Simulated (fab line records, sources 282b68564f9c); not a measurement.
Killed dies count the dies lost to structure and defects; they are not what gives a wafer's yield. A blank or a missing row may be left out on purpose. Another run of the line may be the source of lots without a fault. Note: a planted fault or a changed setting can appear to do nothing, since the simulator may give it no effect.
Which tool is to blame? / flow rit_cmos / 45 wafers from 15 lots sampled at 5 of the route's 202 steps

## WHAT THE GAUGES READ, wafer by wafer
RIT_ACTIVE_BOW_MEAS_00.
lot=L264; measured=day 1 10:00; on=film_metro-02; INCOMING_BOW (um)=-7 -3 -3
lot=L265; measured=day 1 15:00; on=film_metro-01; INCOMING_BOW (um)=-8 6 -9
lot=L266; measured=day 1 20:00; on=film_metro-01; INCOMING_BOW (um)=2 0 1
lot=L267; measured=day 2 01:01; on=film_metro-04; INCOMING_BOW (um)=-8 7 6
lot=L268; measured=day 2 06:00; on=film_metro-04; INCOMING_BOW (um)=2 -9 -14
lot=L269; measured=day 2 11:00; on=film_metro-04; INCOMING_BOW (um)=-3 -1 8
lot=L270; measured=day 2 16:00; on=film_metro-02; INCOMING_BOW (um)=-2 -6 -3
lot=L271; measured=day 2 21:00; on=film_metro-01; INCOMING_BOW (um)=10 6 -1
lot=L272; measured=day 3 02:00; on=film_metro-02; INCOMING_BOW (um)=0 -7 -7
lot=L273; measured=day 3 07:01; on=film_metro-02; INCOMING_BOW (um)=6 5 3
lot=L274; measured=day 3 12:00; on=film_metro-01; INCOMING_BOW (um)=1 4 -1
lot=L278; measured=day 4 08:01; on=film_metro-04; INCOMING_BOW (um)=-7 -2 -5
lot=L279; measured=day 4 13:02; on=film_metro-02; INCOMING_BOW (um)=-11 -5 -4
lot=L280; measured=day 4 18:00; on=film_metro-02; INCOMING_BOW (um)=-1 4 -15
lot=L284; measured=day 5 14:00; on=film_metro-04; INCOMING_BOW (um)=-2 -5 -6

RIT_FOX2_THK_MEAS_01.
lot=L264; measured=day 1 19:17; on=film_metro-03; FOX2_OXIDE_THK (nm)=339 342 342
lot=L265; measured=day 2 00:18; on=film_metro-02; FOX2_OXIDE_THK (nm)=355 360 357
lot=L266; measured=day 2 06:32; on=film_metro-01; FOX2_OXIDE_THK (nm)=351 353 347
lot=L267; measured=day 2 09:47; on=film_metro-01; FOX2_OXIDE_THK (nm)=340 339 346
lot=L268; measured=day 2 16:06; on=film_metro-03; FOX2_OXIDE_THK (nm)=359 353 355
lot=L269; measured=day 2 20:52; on=film_metro-02; FOX2_OXIDE_THK (nm)=345 350 355
lot=L270; measured=day 3 01:23; on=film_metro-02; FOX2_OXIDE_THK (nm)=350 355 351
lot=L271; measured=day 3 06:52; on=film_metro-01; FOX2_OXIDE_THK (nm)=345 345 348
lot=L272; measured=day 3 10:21; on=film_metro-03; FOX2_OXIDE_THK (nm)=355 357 357
lot=L273; measured=day 3 17:05; on=film_metro-03; FOX2_OXIDE_THK (nm)=349 346 348
lot=L274; measured=day 3 22:17; on=film_metro-03; FOX2_OXIDE_THK (nm)=346 351 345
lot=L278; measured=day 4 17:31; on=film_metro-01; FOX2_OXIDE_THK (nm)=349 348 347
lot=L279; measured=day 4 22:25; on=film_metro-03; FOX2_OXIDE_THK (nm)=354 353 352
lot=L280; measured=day 5 04:22; on=film_metro-03; FOX2_OXIDE_THK (nm)=350 353 351
lot=L284; measured=day 5 22:59; on=film_metro-03; FOX2_OXIDE_THK (nm)=360 355 356

RIT_NRETRO_OVL_MEAS_06.
lot=L264; measured=day 2 06:28; on=overlay-02; NRETRO_OVL (nm)=-0.5 -3.2 -1.0
lot=L265; measured=day 2 10:48; on=overlay-02; NRETRO_OVL (nm)=-0.1 -0.3 2.0
lot=L266; measured=day 2 16:59; on=overlay-01; NRETRO_OVL (nm)=0.3 -1.1 -1.0
lot=L267; measured=day 2 20:35; on=overlay-01; NRETRO_OVL (nm)=1.1 1.8 -0.2
lot=L268; measured=day 3 03:09; on=overlay-02; NRETRO_OVL (nm)=-0.3 -1.7 -1.2
lot=L269; measured=day 3 07:13; on=overlay-01; NRETRO_OVL (nm)=-4.5 -1.8 -2.9
lot=L270; measured=day 3 13:04; on=overlay-02; NRETRO_OVL (nm)=-2.9 -0.7 -1.6
lot=L271; measured=day 3 17:21; on=overlay-02; NRETRO_OVL (nm)=-2.5 -0.3 0.9
lot=L272; measured=day 3 21:04; on=overlay-02; NRETRO_OVL (nm)=-0.7 0.5 1.1
lot=L273; measured=day 4 03:36; on=overlay-01; NRETRO_OVL (nm)=0.3 1.2 -0.4
lot=L274; measured=day 4 09:14; on=overlay-02; NRETRO_OVL (nm)=-1.4 -1.8 -0.5
lot=L278; measured=day 5 04:22; on=overlay-02; NRETRO_OVL (nm)=-0.5 0.7 1.6
lot=L279; measured=day 5 09:07; on=overlay-01; NRETRO_OVL (nm)=- - - - - -
lot=L280; measured=day 5 15:08; on=overlay-01; NRETRO_OVL (nm)=- - - - - -
lot=L284; measured=day 6 09:36; on=overlay-02; NRETRO_OVL (nm)=- - - - - -

RIT_GATE_OVL_MEAS_17.
lot=L264; measured=day 2 13:56; on=overlay-01; GATE_OVL (nm)=-0.7 -0.1 -1.7
lot=L265; measured=day 2 18:57; on=overlay-01; GATE_OVL (nm)=-1.3 -1.8 -2.1
lot=L266; measured=day 3 00:53; on=overlay-01; GATE_OVL (nm)=-1.9 -3.4 -1.8
lot=L267; measured=day 3 03:22; on=overlay-01; GATE_OVL (nm)=-3.6 -1.4 -1.9
lot=L268; measured=day 3 11:04; on=overlay-02; GATE_OVL (nm)=1.0 -0.3 1.4
lot=L269; measured=day 3 15:29; on=overlay-01; GATE_OVL (nm)=3.7 1.9 0.5
lot=L270; measured=day 3 23:31; on=overlay-02; GATE_OVL (nm)=-1.3 -0.9 -2.0
lot=L271; measured=day 4 01:22; on=overlay-02; GATE_OVL (nm)=-0.2 0.6 -2.0
lot=L272; measured=day 4 07:16; on=overlay-02; GATE_OVL (nm)=-3.4 -2.9 -0.5
lot=L273; measured=day 4 10:28; on=overlay-01; GATE_OVL (nm)=0.4 -0.1 -1.0
lot=L274; measured=day 4 19:05; on=overlay-01; GATE_OVL (nm)=-0.3 -1.1 0.1
lot=L278; measured=day 5 13:19; on=overlay-01; GATE_OVL (nm)=-0.4 0.0 1.5

## EACH LOT AND THE TOOL THAT RAN IT (in order: tool; ch and the chambers of the sampled wafers; start)
lot=L264; RIT_NRETRO_EXPOSE_03=iline_stepper-01 ch 0, day 2 06:02
lot=L265; RIT_NRETRO_EXPOSE_03=iline_stepper-02 ch 0, day 2 10:22
lot=L266; RIT_NRETRO_EXPOSE_03=iline_stepper-02 ch 0, day 2 16:33
lot=L267; RIT_NRETRO_EXPOSE_03=iline_stepper-02 ch 0, day 2 20:10
lot=L268; RIT_NRETRO_EXPOSE_03=iline_stepper-01 ch 0, day 3 02:43
lot=L269; RIT_NRETRO_EXPOSE_03=iline_stepper-01 ch 0, day 3 06:47
lot=L270; RIT_NRETRO_EXPOSE_03=iline_stepper-01 ch 0, day 3 12:38
lot=L271; RIT_NRETRO_EXPOSE_03=iline_stepper-01 ch 0, day 3 16:55
lot=L272; RIT_NRETRO_EXPOSE_03=iline_stepper-02 ch 0, day 3 20:38
lot=L273; RIT_NRETRO_EXPOSE_03=iline_stepper-01 ch 0, day 4 03:11
lot=L274; RIT_NRETRO_EXPOSE_03=iline_stepper-02 ch 0, day 4 08:48
lot=L278; RIT_NRETRO_EXPOSE_03=iline_stepper-02 ch 0, day 5 03:58
lot=L279; RIT_NRETRO_EXPOSE_03=iline_stepper-01 ch 0, day 5 08:42
lot=L280; RIT_NRETRO_EXPOSE_03=iline_stepper-01 ch 0, day 5 14:43
lot=L284; RIT_NRETRO_EXPOSE_03=iline_stepper-01 ch 0, day 6 09:10
- RIT_NRETRO_EXPOSE_03: exposes mask M4, target cd 43900 nm.

## WHAT THE TOOLS THEMSELVES READ (means of the sampled wafers that have a number; where no wafer has one, the mark that the record gives instead)
The record holds no such reading with a usual standard deviation.

## THE ANSWER, worked out from the rows above alone
Rule: what is usual is taken from the lots themselves. Put in order of their means at a reading, lots are off if they are a third of the lots or fewer, leave a main group of 4 or more, and stand apart from it by a gap of 3 or more times the standard deviation of the main group's means; of several such gaps the widest counts. Not used: any main group whose means are identical at the precision the tables above print for the reading. A lot without any number at a reading at which 4 lots or more have one is off too. Where the step has rows for the other lots, those lots are counted as sound. After the gauges, taken in route order, come the tools' own readings; for these a lot's mean is taken, as printed above. The first step at which some lot is off is used, and at that step the reading that is off furthest; a lot without a number counts as furthest.
Off: at RIT_NRETRO_OVL_MEAS_06 (NRETRO_OVL), L279, L280, L284. Without a number there: L279, L280, L284. Main group: mean -0.6 nm, sd 1.1.
If a tool, at a process step before that reading, ran all the lots that are off and no sound lot after the first of them, it fits. Those tools and the gauges at RIT_NRETRO_OVL_MEAS_06 are tried in the same way. One candidate fits, namely iline_stepper-01 at RIT_NRETRO_EXPOSE_03. Its last sound lot is L273 (day 4 03:11), its first lot that is off L279 (day 5 08:42): a fault that began between those two fits.

## WHAT THE SIMULATOR PUT IN
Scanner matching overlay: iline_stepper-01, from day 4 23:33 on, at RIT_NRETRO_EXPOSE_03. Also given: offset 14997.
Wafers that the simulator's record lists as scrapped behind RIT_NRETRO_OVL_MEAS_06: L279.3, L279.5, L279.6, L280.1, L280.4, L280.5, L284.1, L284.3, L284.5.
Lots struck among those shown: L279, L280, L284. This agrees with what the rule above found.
